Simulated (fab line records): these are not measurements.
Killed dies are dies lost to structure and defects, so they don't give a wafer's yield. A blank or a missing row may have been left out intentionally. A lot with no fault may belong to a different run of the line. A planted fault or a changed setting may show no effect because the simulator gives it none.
A lot that was struck, set against a sound lot | flow berkeley-cmos170 | 15 steps out of a route of 331
Sound: these wafers, L843.1, L843.3, L843.6. The struck wafers were L853.3, L853.4, L853.6. Last of all comes the cause.
At each step with rows: each side's tool, then ch and its chambers, then its first start. Under that, the readings that differ: sound wafers | struck wafers | difference of the means | sigmas: that difference in standard deviations of wafers without a fault.
alike: readings whose means differ by less than 2 such deviations, and words and numbers that are the same on both sides. not compared: withheld readings, readings that some wafer has no value for, bounds like >300 that may hide the same value, and numbers for which the record gives no deviation and whose values overlap.
The two part at a step that has a row with sigmas, a row that says differs or no value, or rows on one side only. Numbers that don't overlap but have no deviation are shown without sigmas and don't part them. A reading that every wafer of one side lacks parts them only if that side has two wafers or more.

first, 5 steps without rows for these wafers: UCB170_NLDD_COAT_01 (resist thk 900 nm); UCB170_NLDD_SOFTBAKE_02 (time 60 s); UCB170_NLDD_EXPOSE_03 (exposes mask NSELECT, target cd 1200 nm); UCB170_NLDD_PEB_04; UCB170_NLDD_DEVELOP_05 (develop time 45 s).
UCB170_NLDD_CD_MEAS_06: target cd 1200 nm.
  sound on cd-sem-02, day 8 02:53; struck on cd-sem-01, day 10 06:27
  alike: cd-nm
UCB170_NLDD_OVL_MEAS_07:
  sound on overlay-01, day 8 03:01; struck on overlay-02, day 10 06:32
  alike: NLDD_OVL
then, 2 steps without rows for these wafers: UCB170_NLDD_IMPLANT_08; UCB170_NLDD_IMPLANT_09.
UCB170_NLDD_STRIP_10: strips in O2.
  sound on plasma-asher-02 ch 0,1, day 8 03:21; struck on plasma-asher-01 ch 0,1, day 10 06:54
  alike: drypump-motor-current-A, oes-product-au, strip-time-to-endpoint-s
  not compared: rf-hours-counter-h
UCB170_NLDD_TW_MEAS_11:
  sound on film-metro-03, day 8 03:27; struck on film-metro-04, day 10 06:59
  alike: NLDD_TW
then, 1 step without rows for these wafers: UCB170_NLDD_CLEAN_12 (cleans in SPM, time 600 s).
UCB170_SPACER_CVD_00: deposits SiO2 from TEOS/O2, target thk 376 nm, time 48.07 s.
  sound on pecvd-03 ch 0,1, day 8 03:47; struck on pecvd-03 ch 0,1, day 10 07:12
  no value came back on the struck wafers for heater-power-w (W), pressure-mtorr (mTorr); on the sound wafers heater-power-w (W) reads 240 172 245
then, 1 step without rows for these wafers: UCB170_SPACER_ANNEAL_02 (time 1800 s).
UCB170_SPACER_ETCHBACK_03: etches SiO2 in CHF3/CF4/Ar, stops on Si, target depth 376 nm, time 100 s.
  sound on rie-diel-01 ch 1,2,3, day 8 07:20; struck on rie-diel-04 ch 1,2,3, day 10 12:34
  reading                  | sound             | struck      | difference | sigmas
  model.etch.depth-nm (nm) | 378.6 378.7 383.2 | 376 376 376 | -4         |
  alike: drypump-motor-current-A, mfc-ar-sccm, oes-product-au, throttle-valve-pct
  not compared: rf-hours-counter-h

## WHERE THEY PART
UCB170_SPACER_CVD_00 only, going by this record. Later steps at which nothing parts them and some readings are alike: UCB170_SPACER_ETCHBACK_03.

WHY: the cause the simulator had injected
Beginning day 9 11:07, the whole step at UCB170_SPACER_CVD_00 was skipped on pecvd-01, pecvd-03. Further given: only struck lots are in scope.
